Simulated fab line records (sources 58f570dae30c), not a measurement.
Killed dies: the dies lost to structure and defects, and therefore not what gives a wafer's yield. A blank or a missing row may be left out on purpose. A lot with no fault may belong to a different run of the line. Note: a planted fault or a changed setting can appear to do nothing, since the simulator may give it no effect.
What tool caused it? -- flow berkeley-cmos170 -- 21 wafers from 7 lots sampled at 2 of the route's 331 steps

== WHAT THE GAUGES SHOWED, per wafer ==
UCB170_SDANNEAL_RS_MEAS_04: a four-point-probe measurement.
lot,measured,on,PLDD_RS (ohm/sq)
L585,day 8 09:22,film-metro-03,1032.0 1033.3 1033.3
L589,day 9 09:34,film-metro-04,1033.6 1033.4 1033.8
L591,day 9 08:47,film-metro-04,1030.3 1028.7 1032.1
L598,day 10 13:58,film-metro-03,1122.2 1125.5 1122.9
L601,day 11 07:15,film-metro-01,1034.6 1031.5 1036.2
L604,day 12 07:43,film-metro-03,1035.7 1034.9 1035.5
L606,day 12 07:30,film-metro-04,1030.6 1031.3 1031.0

== WHICH TOOL RAN EACH LOT (tool, then ch and the chambers of the sampled wafers, then the start) ==
lot,UCB170_PLDD_IMPLANT_08
L585,"implanter-01 ch 0, day 7 15:20"
L589,"implanter-04 ch 0, day 8 14:42"
L591,"implanter-04 ch 0, day 8 14:17"
L598,"implanter-01 ch 0, day 9 21:52"
L601,"implanter-04 ch 0, day 10 16:35"
L604,"implanter-03 ch 0, day 11 17:55"
L606,"implanter-03 ch 0, day 11 16:55"
- UCB170_PLDD_IMPLANT_08

== THE ANSWER, worked out from the rows above alone ==
Rule: usual is defined by the lots themselves. Put in order of their means at a reading, lots are off if they are a third of the lots or fewer, leave a main group of 4 or more, and stand apart from it by a gap of 3 or more times the standard deviation of the main group's means; of several such gaps the widest counts. A main group is skipped when, at the precision printed for the reading in the tables above, its means are all equal. A lot without any number at a reading at which 4 lots or more have one is off too. Where the step has rows for the other lots, those lots are counted as sound.
Off: L598, seen at UCB170_SDANNEAL_RS_MEAS_04 (PLDD_RS). Main group: mean 1032.9 ohm/sq, sd 1.7.
If a tool, at a process step before that reading, ran all the lots that are off and no sound lot after the first of them, it fits. Those tools and the gauges at UCB170_SDANNEAL_RS_MEAS_04 are tried in the same way. One fits: UCB170_PLDD_IMPLANT_08 on implanter-01. Its last sound lot is L585 (day 7 15:20), its first lot that is off L598 (day 9 21:52): a fault that began between those two fits.

== WHAT THE SIMULATOR PUT IN ==
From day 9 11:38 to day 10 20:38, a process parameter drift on implanter-01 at UCB170_PLDD_IMPLANT_08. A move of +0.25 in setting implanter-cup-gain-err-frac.
Struck lots among those shown: L598. The rule above reached the same finding.
